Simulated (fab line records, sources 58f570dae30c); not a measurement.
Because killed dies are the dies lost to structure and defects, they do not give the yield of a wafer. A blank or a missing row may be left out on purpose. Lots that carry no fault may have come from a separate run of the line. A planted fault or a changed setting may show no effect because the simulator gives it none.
Which tool was responsible?	flow berkeley-cmos170	Sampling: 13 lots, 39 wafers, 2 of 331 route steps

## WHAT THE GAUGES READ, wafer by wafer
UCB170_CONTACT_THK_MEAS_02. Usual: for CONTACT_PSG_THK the level is 702 nm and the standard deviation is 6.8.
lot	measured	on	CONTACT_PSG_THK (nm)	flag
L973	day 8 11:44	film-metro-02	684 688 685	
L971	day 8 13:11	film-metro-02	696 697 695	
L972	day 8 13:14	film-metro-02	696 699 697	
L974	day 8 13:19	film-metro-02	703 708 696	
L975	day 8 17:27	film-metro-02	710 710 703	
L976	day 9 11:42	film-metro-02	700 699 701	
L981	day 10 02:21	film-metro-02	755 753 752	OFF
L987	day 11 01:46	film-metro-01	754 757 754	OFF
L986	day 11 01:56	film-metro-04	699 707 701	
L985	day 11 03:43	film-metro-02	695 699 694	
L991	day 12 05:47	film-metro-02	700 707 705	
L993	day 12 05:46	film-metro-04	712 704 705	
L994	day 12 10:54	film-metro-04	704 706 700	

## EACH LOT AND THE TOOL THAT RAN IT (in order: tool; ch and the chambers of the sampled wafers; start)
lot	UCB170_CONTACT_CVD_01
L973	lpcvd-02 ch 0, day 8 09:04
L971	lpcvd-01 ch 0, day 8 10:30
L972	lpcvd-01 ch 1, day 8 10:30
L974	lpcvd-01 ch 0, day 8 10:30
L975	lpcvd-01 ch 1, day 8 14:46
L976	lpcvd-02 ch 1, day 9 09:54
L981	lpcvd-01 ch 0, day 10 00:32
L987	lpcvd-01 ch 1, day 10 23:58
L986	lpcvd-02 ch 0, day 11 00:09
L985	lpcvd-02 ch 1, day 11 01:56
L991	lpcvd-02 ch 0, day 12 03:05
L993	lpcvd-02 ch 1, day 12 03:05
L994	lpcvd-02 ch 1, day 12 09:07
- UCB170_CONTACT_CVD_01: deposits PSG from SiH4/O2/PH3, target thk 700 nm, time 2820 s.

## WHAT THE TOOLS THEMSELVES READ (means of the sampled wafers that have a number; where no wafer has one, the mark that the record gives instead)
The record holds no such reading with a usual standard deviation.

## THE ANSWER, worked out from the rows above alone
Rule: a lot is off if the mean of its wafers that have a number lies more than 3 standard deviations from the usual mean. A lot without any number at a reading at which 4 lots or more have one is off too. All remaining lots with rows at the step are treated as sound. Order of review: gauges by route order, followed by the tools' own readings, for which a lot's mean as printed above is used. At the first step where some lot is off, the reading lying furthest off is the one used; lots without a number count as furthest.
Off: L981, L987, seen at UCB170_CONTACT_THK_MEAS_02 (CONTACT_PSG_THK).
If a tool, at a process step before that reading, ran all the lots that are off and no sound lot after the first of them, it fits. Those tools and the gauges at UCB170_CONTACT_THK_MEAS_02 are tried in the same way. One fits: UCB170_CONTACT_CVD_01 on lpcvd-01. Its last sound lot is L975 (day 8 14:46), its first lot that is off L981 (day 10 00:32): a fault that began between those two fits.

## WHAT WAS PUT IN BY THE SIMULATOR
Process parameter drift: lpcvd-01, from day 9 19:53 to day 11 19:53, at UCB170_CONTACT_CVD_01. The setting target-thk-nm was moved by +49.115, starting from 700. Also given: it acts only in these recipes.
Lots struck among those shown: L981, L987. The rule above reached the same finding.
